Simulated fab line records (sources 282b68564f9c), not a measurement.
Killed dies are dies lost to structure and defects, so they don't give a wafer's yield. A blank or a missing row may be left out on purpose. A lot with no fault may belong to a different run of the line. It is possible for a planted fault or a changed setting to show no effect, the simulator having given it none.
A struck lot beside a sound one | flow rit cmos | 43 out of 202 route steps
Sound: these wafers, L866.1, L866.2, L866.6. Struck: wafer L873.4. (L873.1, L873.6 of the same lot were not struck and are left out.) The cause comes at the end.
Each step with rows lists, per side, the tool, then ch with its chambers, then its first start. Under that, the readings that differ: sound wafers | struck wafers | difference of the means | sigmas: that difference in standard deviations of wafers without a fault.
alike: readings whose means differ by less than 2 such deviations, and words and numbers that are the same on both sides. not compared: withheld readings, readings that some wafer has no value for, bounds like >300 that may hide the same value, and numbers for which the record gives no deviation and whose values overlap.
The two part at a step that has a row with sigmas, a row that says differs or no value, or rows on one side only. Non-overlapping numbers with no deviation appear without sigmas and do not part them. Lack of a reading on every wafer of one side parts them only where that side has two or more wafers.

first, 1 step without rows for these wafers: RIT_SDANNEAL_RTA_03 (time 5 s).
RIT_SDANNEAL_RS_MEAS_04: measurement is done with a four-point probe.
  sound on film metro-02 at day 3 09:43; struck on film metro-03 at day 4 19:13
  reading         | sound                | struck | difference | sigmas
  PSD_RS (ohm/sq) | 116.17 116.25 116.16 | 115.65 | -0.54      | -2
RIT_SDANNEAL_RS_MEAS_05: measurement is done with a four-point probe.
  sound on film metro-02 at day 3 09:50; struck on film metro-03 at day 4 19:20
  alike: NSD_RS
RIT_SDANNEAL_RS_MEAS_06: measurement is done with a four-point probe.
  sound on film metro-02 at day 3 09:57; struck on film metro-03 at day 4 19:28
  alike: PLDD_RS
RIT_SDANNEAL_RS_MEAS_07: measurement is done with a four-point probe.
  sound on film metro-02 at day 3 10:04; struck on film metro-03 at day 4 19:35
  alike: NLDD_RS
then, 1 step without rows for these wafers: RIT_SILICIDE_WET_ETCH_00 (etches SiO2 in BOE, target depth 14 nm, time 15 s).
RIT_SILICIDE_SPUTTER_01: material Ti, target thk 30 nm, time 240 s.
  sound on pvd sputter-04 at day 3 10:12; struck on pvd sputter-01 at day 4 19:43
  alike: substrate temp c, throttle valve pct
RIT_SILICIDE_RS_MEAS_02: measurement is done with a four-point probe.
  sound on film metro-02 at day 3 10:21; struck on film metro-02 at day 4 19:52
  alike: SILICIDE_TI_RS
RIT_SILICIDE_THK_MEAS_03: measures by xrf.
  sound on film metro-02 at day 3 10:28; struck on film metro-02 at day 4 19:59
  alike: SILICIDE_TI_THK
RIT_SILICIDE_RTA_04: time 10 s, ramp up 5 s, ramp down 5 s.
  sound on rtp anneal-02 ch 0, day 3 10:32; struck on rtp anneal-01 ch 0, day 4 20:02
  reading          | sound             | struck | difference | sigmas
  wafer_temp_C_max | 655.3 655.4 655.4 | 652.6  | -2.8       | -3
then, 1 step without rows for these wafers: RIT_SILICIDE_WET_ETCH_05 (etches Ti in SPM, time 120 s).
RIT_SILICIDE_RTA_06: time 10 s, ramp up 5 s, ramp down 10 s.
  sound on rtp anneal-01 ch 0, day 3 10:38; struck on rtp anneal-02 ch 0, day 4 20:09
  alike: wafer_temp_C_max
RIT_CONTACT_CVD_00: deposits SiO2 from TEOS, target thk 400 nm, time 61 s.
  sound on pecvd-01 ch 0,1, day 3 10:43; struck on pecvd-03 ch 1, day 4 20:17
  reading                                  | sound             | struck | difference | sigmas
  rf fwd power W (W)                       | 397.7 399.7 397.2 | 350.6  | -47.6      | -32
  model.SiO2_of_CONTACT_CVD_00.thk nm (nm) | 392.6 390 402.6   | 387.5  | -7.6       |
  alike: heater power w
RIT_CONTACT_THK_MEAS_01:
  sound on film metro-04 at day 3 10:46; struck on film metro-03 at day 4 20:20
  alike: CONTACT_TEOS_THK
then, 6 steps without rows for these wafers: RIT_CONTACT_HMDS_02 (prime time 60 s); RIT_CONTACT_COAT_03 (resist thk 1000 nm); RIT_CONTACT_SOFTBAKE_04 (time 60 s); RIT_CONTACT_EXPOSE_05 (exposes mask M11, target cd 1000 nm); RIT_CONTACT_PEB_06; RIT_CONTACT_DEVELOP_07 (develop time 120 s).
RIT_CONTACT_CD_MEAS_08: the cd target is 1000 nm.
  sound on cd sem-02 at day 3 11:58; struck on cd sem-02 at day 4 21:22
  alike: cd nm
RIT_CONTACT_OVL_MEAS_09:
  sound on overlay-01 at day 3 12:05; struck on overlay-01 at day 4 21:29
  alike: CONTACT_OVL
then, 1 step without rows for these wafers: RIT_CONTACT_HARDBAKE_10 (time 60 s).
RIT_CONTACT_ETCH_11: etches SiO2 in CHF3/CF4/Ar, stops on TiSi2, target depth 480 nm, time 320 s.
  sound on rie diel-01 ch 0,2,3, day 3 12:16; struck on rie diel-01 ch 3, day 4 21:40
  reading                             | sound           | struck | difference | sigmas
  model.etch.depth nm (nm)            | 392.6 390 402.6 | 387.5  | -7.6       |
  model.CONTACT.feature depth nm (nm) | 392.6 390 402.6 | 387.5  | -7.6       |
  alike: CHF3_flow_sccm, drypump motor current A, oes product au, throttle valve pct
  not compared: rf hours counter h
RIT_CONTACT_STRIP_12: strips in O2, time 180 s.
  sound on plasma asher-01 ch 0,1, day 3 12:28; struck on plasma asher-04 ch 1, day 4 21:52
  alike: drypump motor current A
  not compared: rf hours counter h
RIT_CONTACT_CD_MEAS_90: the cd target is 1000 nm.
  sound on cd sem-01 at day 3 12:38; struck on cd sem-02 at day 4 22:02
  alike: cd nm
then, 2 steps without rows for these wafers: RIT_CONTACT_CLEAN_13 (cleans in SC1, time 600 s); RIT_CONTACT_CLEAN_14 (cleans in SC2, time 600 s).
RIT_M1_SPUTTER_00: material Al, target thk 400 nm, time 500 s.
  sound on pvd sputter-01 at day 3 13:08; struck on pvd sputter-03 at day 4 22:31
  alike: substrate temp c, throttle valve pct
RIT_M1_RS_MEAS_01: measurement is done with a four-point probe.
  sound on film metro-02 at day 3 13:26; struck on film metro-04 at day 4 22:49
  alike: M1_AL_RS
RIT_M1_THK_MEAS_02: measures by xrf.
  sound on film metro-02 at day 3 13:33; struck on film metro-04 at day 4 22:56
  reading        | sound       | struck | difference | sigmas
  M1_AL_THK (nm) | 390 385 390 | 378    | -10        | -2
then, 6 steps without rows for these wafers: RIT_M1_HMDS_03 (prime time 60 s); RIT_M1_COAT_04 (resist thk 1300 nm); RIT_M1_SOFTBAKE_05 (time 60 s); RIT_M1_EXPOSE_06 (exposes mask M12, target cd 2600 nm); RIT_M1_PEB_07; RIT_M1_DEVELOP_08 (develop time 68 s).
RIT_M1_CD_MEAS_09: the cd target is 2600 nm.
  sound on cd sem-02 at day 3 14:41; struck on cd sem-02 at day 5 00:03
  alike: cd nm
RIT_M1_OVL_MEAS_10:
  sound on overlay-02 at day 3 14:48; struck on overlay-02 at day 5 00:10
  alike: M1_OVL
then, 1 step without rows for these wafers: RIT_M1_HARDBAKE_11 (time 120 s).
RIT_M1_METAL_ETCH_12: etches Al in Cl2/BCl3, stops on SiO2, time 165 s, target depth 600 nm.
  sound on rie metal-01 ch 0,1, day 3 15:10; struck on rie metal-02 ch 1, day 5 00:27
  reading                                  | sound             | struck | difference | sigmas
  drypump motor current A (A)              | 6.5 6.4 6.5       | 5.3    | -1.2       | -2
  oes product au (a.u.)                    | 0.776 0.761 0.783 | 0.756  | -0.017     | -2
  model.SiO2_of_CONTACT_CVD_00.thk nm (nm) | 355.6 353 365.6   | 349.6  | -8.5       |
  alike: throttle valve pct
  not compared: rf hours counter h
then, 1 step without rows for these wafers: RIT_M1_STRIP_13 (strips in nmp, time 600 s).
RIT_M1_PROBE_99:
  only the struck wafers here have rows in the record (prober-01, day 5 04:04); the sound ones have none

== WHERE THEY PART ==
Earliest at RIT_SDANNEAL_RS_MEAS_04; latest, in this record, at RIT_M1_PROBE_99.

WHY: the cause the simulator had injected
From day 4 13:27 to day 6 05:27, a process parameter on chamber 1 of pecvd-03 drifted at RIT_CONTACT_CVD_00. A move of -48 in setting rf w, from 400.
